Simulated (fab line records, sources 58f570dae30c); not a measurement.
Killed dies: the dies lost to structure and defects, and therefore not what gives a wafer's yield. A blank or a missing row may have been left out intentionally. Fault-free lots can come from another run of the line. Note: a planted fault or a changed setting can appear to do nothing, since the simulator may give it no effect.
Lot-split experiment / flow berkeleyCmos170 / on a route of 331 steps: 5 lots, 23 wafers read

## ON THE SPLIT
At UCB170_ACTIVE_COAT_08 (resist thk 900 nm), the setting resistThkNm was moved away from the recipe's 900 nm on 6 of the 23 wafers read, by -5.8% to +3.3%. The other wafers ran this setting at the recipe's value.

## FROM THE SPLIT TO THE READING: what the file shows between them, 2 steps
- UCB170_ACTIVE_SOFTBAKE_09: time 57.14 s
- UCB170_ACTIVE_EXPOSE_10: exposes mask ACTIVE, target cd 1200 nm

## THE READING
KrF_of_ACTIVE_COAT_08.thkNm (the simulator's own value, which no gauge read), in nm, at UCB170_ACTIVE_ETCH_15 (etches Si3N4 in CH3F/Ar/O2, stops on SiO2, target depth 242 nm, time 151 s). No usual value for it is given in the file. Average 727.0 nm, standard deviation 2.6 nm, over the 17 wafers here run with the recipe.

wafer=L074.1; tool, chamber at the split=lithoTrack-04, 0; resistThkNm as run, nm=900; against the recipe=recipe; KrF_of_ACTIVE_COAT_08.thkNm, nm=730.1; against lot-mates on the recipe=-
wafer=L074.3; tool, chamber at the split=lithoTrack-04, 0; resistThkNm as run, nm=900; against the recipe=recipe; KrF_of_ACTIVE_COAT_08.thkNm, nm=726.7; against lot-mates on the recipe=-
wafer=L074.4; tool, chamber at the split=lithoTrack-04, 0; resistThkNm as run, nm=847.9; against the recipe=-5.8%; KrF_of_ACTIVE_COAT_08.thkNm, nm=678.2; against lot-mates on the recipe=-48.5
wafer=L074.5; tool, chamber at the split=lithoTrack-04, 0; resistThkNm as run, nm=900; against the recipe=recipe; KrF_of_ACTIVE_COAT_08.thkNm, nm=723.4; against lot-mates on the recipe=-
wafer=L074.6; tool, chamber at the split=lithoTrack-04, 0; resistThkNm as run, nm=847.9; against the recipe=-5.8%; KrF_of_ACTIVE_COAT_08.thkNm, nm=675.1; against lot-mates on the recipe=-51.6
wafer=L076.1; tool, chamber at the split=lithoTrack-04, 0; resistThkNm as run, nm=900; against the recipe=recipe; KrF_of_ACTIVE_COAT_08.thkNm, nm=724.3; against lot-mates on the recipe=-
wafer=L076.2; tool, chamber at the split=lithoTrack-04, 0; resistThkNm as run, nm=900; against the recipe=recipe; KrF_of_ACTIVE_COAT_08.thkNm, nm=731.2; against lot-mates on the recipe=-
wafer=L076.3; tool, chamber at the split=lithoTrack-04, 0; resistThkNm as run, nm=900; against the recipe=recipe; KrF_of_ACTIVE_COAT_08.thkNm, nm=730.2; against lot-mates on the recipe=-
wafer=L079.1; tool, chamber at the split=lithoTrack-03, 0; resistThkNm as run, nm=863.5; against the recipe=-4.1%; KrF_of_ACTIVE_COAT_08.thkNm, nm=694; against lot-mates on the recipe=-32.8
wafer=L079.2; tool, chamber at the split=lithoTrack-03, 0; resistThkNm as run, nm=900; against the recipe=recipe; KrF_of_ACTIVE_COAT_08.thkNm, nm=727.3; against lot-mates on the recipe=-
wafer=L079.4; tool, chamber at the split=lithoTrack-03, 0; resistThkNm as run, nm=900; against the recipe=recipe; KrF_of_ACTIVE_COAT_08.thkNm, nm=723.1; against lot-mates on the recipe=-
wafer=L079.5; tool, chamber at the split=lithoTrack-03, 0; resistThkNm as run, nm=863.5; against the recipe=-4.1%; KrF_of_ACTIVE_COAT_08.thkNm, nm=691.1; against lot-mates on the recipe=-35.7
wafer=L079.6; tool, chamber at the split=lithoTrack-03, 0; resistThkNm as run, nm=900; against the recipe=recipe; KrF_of_ACTIVE_COAT_08.thkNm, nm=730; against lot-mates on the recipe=-
wafer=L077.1; tool, chamber at the split=lithoTrack-04, 0; resistThkNm as run, nm=900; against the recipe=recipe; KrF_of_ACTIVE_COAT_08.thkNm, nm=725.6; against lot-mates on the recipe=-
wafer=L077.2; tool, chamber at the split=lithoTrack-04, 0; resistThkNm as run, nm=900; against the recipe=recipe; KrF_of_ACTIVE_COAT_08.thkNm, nm=727.4; against lot-mates on the recipe=-
wafer=L077.4; tool, chamber at the split=lithoTrack-04, 0; resistThkNm as run, nm=929.8; against the recipe=+3.3%; KrF_of_ACTIVE_COAT_08.thkNm, nm=760.7; against lot-mates on the recipe=+34.1
wafer=L077.5; tool, chamber at the split=lithoTrack-04, 0; resistThkNm as run, nm=929.8; against the recipe=+3.3%; KrF_of_ACTIVE_COAT_08.thkNm, nm=758.5; against lot-mates on the recipe=+31.9
wafer=L077.6; tool, chamber at the split=lithoTrack-04, 0; resistThkNm as run, nm=900; against the recipe=recipe; KrF_of_ACTIVE_COAT_08.thkNm, nm=726.9; against lot-mates on the recipe=-
wafer=L083.1; tool, chamber at the split=lithoTrack-02, 0; resistThkNm as run, nm=900; against the recipe=recipe; KrF_of_ACTIVE_COAT_08.thkNm, nm=723.7; against lot-mates on the recipe=-
wafer=L083.2; tool, chamber at the split=lithoTrack-02, 0; resistThkNm as run, nm=900; against the recipe=recipe; KrF_of_ACTIVE_COAT_08.thkNm, nm=726.2; against lot-mates on the recipe=-
wafer=L083.3; tool, chamber at the split=lithoTrack-02, 0; resistThkNm as run, nm=900; against the recipe=recipe; KrF_of_ACTIVE_COAT_08.thkNm, nm=730.6; against lot-mates on the recipe=-
wafer=L083.5; tool, chamber at the split=lithoTrack-02, 0; resistThkNm as run, nm=900; against the recipe=recipe; KrF_of_ACTIVE_COAT_08.thkNm, nm=724.2; against lot-mates on the recipe=-
wafer=L083.6; tool, chamber at the split=lithoTrack-02, 0; resistThkNm as run, nm=900; against the recipe=recipe; KrF_of_ACTIVE_COAT_08.thkNm, nm=727.9; against lot-mates on the recipe=-

FIT RESULTS
A straight line over all 23 wafers: KrF_of_ACTIVE_COAT_08.thkNm changes by +8.9 nm for each +1% of resistThkNm; r = +0.99; the points scatter about the line by 2.7 nm.
The same after taking each lot's own level away (the mean of its wafers on the recipe; 23 wafers): +8.89 nm for each +1%; r = +0.99; scatter 2.6 nm.
That fit puts the effect of the largest move of resistThkNm on the reading at 51 nm.
Across the lots, their own levels run from 726.52 to 728.57 nm, a range of 0.8 times the standard deviation given above.
The two slopes agree, so the slope changes little with the lot-to-lot level.
Check: for one of the wafers moved furthest among these (-5.8%), held out of the fit, the line's prediction against its lot-mates is -51.8 nm. It came out at -48.5 nm against them.

## ADDITIONAL SPLITS CARRIED BY THESE WAFERS
Before the reading, these wafers also passed through other splits. Each is held against what the fit with the lots' levels taken away leaves over:
other split on the same wafers=UCB170_ZERO_COAT_01 resistThkNm; wafers away from the commonest value=8; r with KrF_of_ACTIVE_COAT_08.thkNm (lot level and that fit taken away)=+0.02
other split on the same wafers=UCB170_NWELL_CVD_04 timeS; wafers away from the commonest value=10; r with KrF_of_ACTIVE_COAT_08.thkNm (lot level and that fit taken away)=+0.12
other split on the same wafers=UCB170_NWELL_IMPLANT_14 doseCm2; wafers away from the commonest value=8; r with KrF_of_ACTIVE_COAT_08.thkNm (lot level and that fit taken away)=+0.05

## THE WHOLE CHAIN: every reading that the file lists as answering this split, in the file's order
step=UCB170_ACTIVE_COAT_08; what it does=resist thk 900 nm; reading=KrF_of_ACTIVE_COAT_08.thkNm (the simulator's own value, which no gauge read); change (the file's fit)=+8.9 nm for each +1% of the setting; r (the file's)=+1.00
step=UCB170_ACTIVE_ETCH_15; what it does=etches Si3N4 in CH3F/Ar/O2, stops on SiO2, target depth 242 nm, time 151 s; reading=KrF_of_ACTIVE_COAT_08.thkNm (the simulator's own value, which no gauge read); change (the file's fit)=+8.83 nm for each +1% of the setting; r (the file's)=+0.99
step=UCB170_ACTIVE_STRIP_16; what it does=strips in O2; reading=stripTimeToEndpointS; change (the file's fit)=withheld for each +1% of the setting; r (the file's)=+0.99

## THE FILE'S OWN FIT
KrF_of_ACTIVE_COAT_08.thkNm changes by +8.83 nm for each +1% of resistThkNm, r = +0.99.
